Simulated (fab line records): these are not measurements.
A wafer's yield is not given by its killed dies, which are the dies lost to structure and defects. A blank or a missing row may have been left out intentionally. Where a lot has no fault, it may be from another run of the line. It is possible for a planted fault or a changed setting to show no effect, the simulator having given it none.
One fault seen from 2 desks || flow rit-cmos || only its own numbers are on each desk; what lay behind them is given at the end

## THE METROLOGY DESK
Lot by lot, what the gauges showed, no matter which tool ran the lot: averages of those sampled wafers that carry a number. Marked OUT: a lot whose mean sits more than 4 standard deviations from the usual mean, which makes it out of limits; the brackets give that distance.
Columns: A = NWELL_TW at RIT_NWELL_TW_MEAS_10, usual 2140; B = NWELL_RS at RIT_WELLDRIVE_RS_MEAS_01, usual 279.3 ohm/sq
{"lot": "L144", "first seen here": "day 2 03:10", "A": 2163, "B": 279.3}
{"lot": "L146", "first seen here": "day 2 12:31", "A": 2119, "B": 279.2}
{"lot": "L147", "first seen here": "day 2 16:26", "A": 2116, "B": 279.8}
{"lot": "L148", "first seen here": "day 2 20:06", "A": 2163, "B": 280.5}
{"lot": "L150", "first seen here": "day 3 05:16", "A": 2126, "B": 276.8}
{"lot": "L151", "first seen here": "day 3 11:04", "A": 2116, "B": 280.1}
{"lot": "L155", "first seen here": "day 4 07:32", "A": "1985 (-8.2) OUT", "B": 283.9}
{"lot": "L156", "first seen here": "day 4 15:56", "A": 2115, "B": 279.9}
{"lot": "L157", "first seen here": "day 4 17:07", "A": "1965 (-9.2) OUT", "B": 283.3}
{"lot": "L158", "first seen here": "day 4 20:27", "A": 2162, "B": 279.0}
{"lot": "L159", "first seen here": "day 5 03:34", "A": 2132, "B": 279.2}
{"lot": "L161", "first seen here": "day 5 16:27", "A": 2130, "B": 278.1}
{"lot": "L162", "first seen here": "day 5 18:55", "A": 2166, "B": 277.4}
{"lot": "L166", "first seen here": "day 6 14:02", "A": 2140, "B": 279.0}
Finding of this desk: L155, L157 out of limits, first seen on L155 at day 4 07:32 (NWELL_TW at RIT_NWELL_TW_MEAS_10). L144, L146, L147, L148, L150, L151, L156, L158, L159, L161, L162, L166: within limits.

## TOOL OWNER'S DESK, implanter-04
The tool's own readings at RIT_NWELL_IMPLANT_08, given as means over the sampled wafers that have a number, one for each lot that went through this tool. Marked OUT: a lot whose mean sits more than 4 standard deviations from the usual mean, which makes it out of limits; the brackets give that distance.
Columns: A = beam-energy-keV at RIT_NWELL_IMPLANT_08, usual 170.01
{"lot": "L144", "first seen here": "day 2 02:52", "A": 169.96}
{"lot": "L147", "first seen here": "day 2 16:07", "A": 170.01}
{"lot": "L155", "first seen here": "day 4 07:13", "A": "119.07 (-99 or more) OUT"}
{"lot": "L157", "first seen here": "day 4 16:47", "A": "119.03 (-99 or more) OUT"}
Finding of this desk: L155, L157 out of limits; the first was L155 at day 4 07:13, on beam-energy-keV at RIT_NWELL_IMPLANT_08. L144, L147: within limits.

## PUT TOGETHER
The tool owner's desk had the chance to raise an alarm at day 4 07:13 on L155, L157.
The metrology desk could have raised an alarm at day 4 07:32, on L155, L157.
On implanter-04, each named lot ran RIT_NWELL_IMPLANT_08.

## WHAT THE SIMULATOR PUT IN
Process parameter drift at RIT_NWELL_IMPLANT_08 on implanter-04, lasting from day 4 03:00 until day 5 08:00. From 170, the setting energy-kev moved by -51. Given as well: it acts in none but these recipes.
Lots struck among those shown: L155, L157.
Fault start to first reading out of limits, in hours, per desk: tool owner, 4; metrology, 5.
